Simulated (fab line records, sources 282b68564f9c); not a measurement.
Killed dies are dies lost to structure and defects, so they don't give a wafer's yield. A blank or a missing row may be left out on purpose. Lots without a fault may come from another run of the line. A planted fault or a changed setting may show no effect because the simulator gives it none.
Which tool did it? | flow rit_cmos | 14 lots, 42 wafers sampled, at 4 steps of a route of 202

WHAT THE GAUGES READ, wafer by wafer
RIT_CONTACT_OVL_MEAS_09. Usual: CONTACT_OVL 0.1 nm, standard deviation 1.4.
lot  | measured    | on         | CONTACT_OVL (nm) | flag
L388 | day 3 17:29 | overlay-01 | 2.5 1.1 2.0      |
L391 | day 4 06:36 | overlay-01 | 0.4 -0.5 1.3     |
L392 | day 4 11:55 | overlay-02 | -1.0 1.1 -0.8    |
L396 | day 5 06:55 | overlay-01 | -1.4 0.7 3.1     |
L397 | day 5 12:23 | overlay-02 | 0.6 -0.8 1.9     |
L398 | day 5 17:02 | overlay-02 | 0.4 -1.1 0.7     |
L399 | day 5 23:44 | overlay-01 | 1.4 -0.5 0.4     |
L400 | day 6 04:46 | overlay-01 | 1.1 0.3 0.0      |
L401 | day 6 10:52 | overlay-01 | -2.3 0.5 -1.3    |
L402 | day 6 14:10 | overlay-02 | 1.5 0.3 0.4      |
L404 | day 6 22:04 | overlay-01 | 0.1 0.8 2.0      |
L408 | day 7 23:14 | overlay-01 | -2.6 -1.6 -2.4   |

RIT_CONTACT_CD_MEAS_90: target cd 1000 nm. Usual: cd_nm 999.8 nm, standard deviation 1.7.
lot  | measured    | on        | cd_nm (nm)           | flag
L388 | day 3 18:05 | cd_sem-02 | 998.9 1000.0 1000.2  |
L391 | day 4 07:10 | cd_sem-01 | 1000.1 996.2 998.7   |
L392 | day 4 12:31 | cd_sem-02 | 1001.6 998.4 998.9   |
L396 | day 5 07:29 | cd_sem-01 | 1001.2 1002.6 1004.3 |
L397 | day 5 13:00 | cd_sem-01 | 1000.8 999.1 1001.3  |
L398 | day 5 17:37 | cd_sem-01 | 997.9 998.0 996.8    |
L399 | day 6 00:19 | cd_sem-01 | 998.0 999.0 998.9    |
L400 | day 6 05:19 | cd_sem-01 | 1000.3 998.9 1000.2  |
L401 | day 6 11:40 | cd_sem-01 | 1001.8 1000.1 998.8  |
L402 | day 6 14:50 | cd_sem-02 | 999.1 999.6 1000.2   |
L404 | day 6 22:38 | cd_sem-01 | 1001.7 1000.8 1000.3 |
L408 | day 7 23:47 | cd_sem-01 | 998.8 999.4 998.4    |

WHICH TOOL RAN EACH LOT (tool, then ch and the chambers of the sampled wafers, then the start)
lot  | RIT_SDANNEAL_CLEAN_02          | RIT_SDANNEAL_RTA_03
L388 | wet_bench-03 ch 3, day 3 15:02 | rtp_anneal-01 ch 0, day 3 15:14
L391 | wet_bench-01 ch 3, day 4 04:09 | rtp_anneal-02 ch 0, day 4 04:21
L392 | wet_bench-01 ch 2, day 4 09:28 | rtp_anneal-01 ch 0, day 4 09:41
L396 | wet_bench-01 ch 2, day 5 04:21 | rtp_anneal-01 ch 0, day 5 04:32
L397 | wet_bench-01 ch 0, day 5 09:48 | rtp_anneal-02 ch 0, day 5 09:58
L398 | wet_bench-02 ch 1, day 5 14:37 | rtp_anneal-01 ch 0, day 5 14:47
L399 | wet_bench-02 ch 2, day 5 21:11 | rtp_anneal-02 ch 0, day 5 21:22
L400 | wet_bench-02 ch 0, day 6 02:19 | rtp_anneal-01 ch 0, day 6 02:29
L401 | wet_bench-02 ch 0, day 6 08:19 | rtp_anneal-02 ch 0, day 6 08:30
L402 | wet_bench-02 ch 1, day 6 11:34 | rtp_anneal-01 ch 0, day 6 11:46
L404 | wet_bench-01 ch 2, day 6 19:31 | rtp_anneal-01 ch 0, day 6 19:41
L407 | wet_bench-02 ch 3, day 7 12:25 | rtp_anneal-02 ch 0, day 7 12:39
L408 | wet_bench-03 ch 2, day 7 20:28 | rtp_anneal-01 ch 0, day 7 20:38
L409 | wet_bench-02 ch 3, day 7 23:19 | rtp_anneal-02 ch 0, day 7 23:31
- RIT_SDANNEAL_CLEAN_02: cleans in SC2, time 600 s.
- RIT_SDANNEAL_RTA_03: time 5 s.

WHAT THE TOOLS THEMSELVES READ (means of the sampled wafers that have a number; where no wafer has one, the mark that the record gives instead)
RIT_SDANNEAL_CLEAN_02. Usual: run_length_s 628 s, standard deviation 3.6.
lot  | tool         | run_length_s (s) | flag
L388 | wet_bench-03 | 625              |
L391 | wet_bench-01 | 634              |
L392 | wet_bench-01 | 636              |
L396 | wet_bench-01 | 627              |
L397 | wet_bench-01 | 627              |
L398 | wet_bench-02 | 625              |
L399 | wet_bench-02 | 624              |
L400 | wet_bench-02 | 625              |
L401 | wet_bench-02 | 626              |
L402 | wet_bench-02 | 626              |
L404 | wet_bench-01 | 627              |
L407 | wet_bench-02 | 662              | OFF
L408 | wet_bench-03 | 626              |
L409 | wet_bench-02 | 662              | OFF

RIT_SDANNEAL_RTA_03. Usual: anneal_temp_c_max 1053.8, standard deviation 1.1; wafer_temp_C_max 1053.5, standard deviation 1.2.
lot  | tool          | anneal_temp_c_max | wafer_temp_C_max | flag
L388 | rtp_anneal-01 | 1052.9            | 1054.8           |
L391 | rtp_anneal-02 | 1054.4            | 1052.8           |
L392 | rtp_anneal-01 | 1053.3            | 1053.3           |
L396 | rtp_anneal-01 | 1053.4            | 1053.4           |
L397 | rtp_anneal-02 | 1054.6            | 1053.1           |
L398 | rtp_anneal-01 | 1053.5            | 1053.4           |
L399 | rtp_anneal-02 | 1054.1            | 1053.5           |
L400 | rtp_anneal-01 | 1053.4            | 1053.5           |
L401 | rtp_anneal-02 | 1054.1            | 1053.1           |
L402 | rtp_anneal-01 | 1053.4            | 1052.4           |
L404 | rtp_anneal-01 | 1052.6            | 1054.3           |
L407 | rtp_anneal-02 | 1054.6            | 1053.3           |
L408 | rtp_anneal-01 | 1053.0            | 1052.6           |
L409 | rtp_anneal-02 | 1055.3            | 1052.2           |

THE ANSWER, worked out from the rows above alone
Rule: a lot is off if the mean of its wafers that have a number lies more than 3 standard deviations from the usual mean. A lot without any number at a reading at which 4 lots or more have one is off too. The other lots that the step has rows for count as sound. The gauges are gone through in route order, then the tools' own readings, and for those a lot's mean is taken as printed above. The first step at which some lot is off is used, and at that step the reading that is off furthest; a lot without a number counts as furthest.
Off: L407, L409, at RIT_SDANNEAL_CLEAN_02 (run_length_s).
A tool fits if, at that step or a process step before it, it ran every lot that is off, and no sound lot after the first of them. One fits: wet_bench-02 at RIT_SDANNEAL_CLEAN_02. Its last sound lot is L402 (day 6 11:34), its first lot that is off L407 (day 7 12:25): a fault that began between those two fits.
The tool's own readings at RIT_SDANNEAL_CLEAN_02 bear it out: on the lots that are off they differ by more than 5 times the standard deviation of the sound lots' means. run_length_s reads 662 s there against 627 s on the sound lots.

WHAT THE SIMULATOR HAD PUT IN
Process parameter drift: wet_bench-02, from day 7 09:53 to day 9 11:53, at RIT_SDANNEAL_CLEAN_02. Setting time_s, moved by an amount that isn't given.
Lots struck among those shown: L407, L409. The rule above found the same.
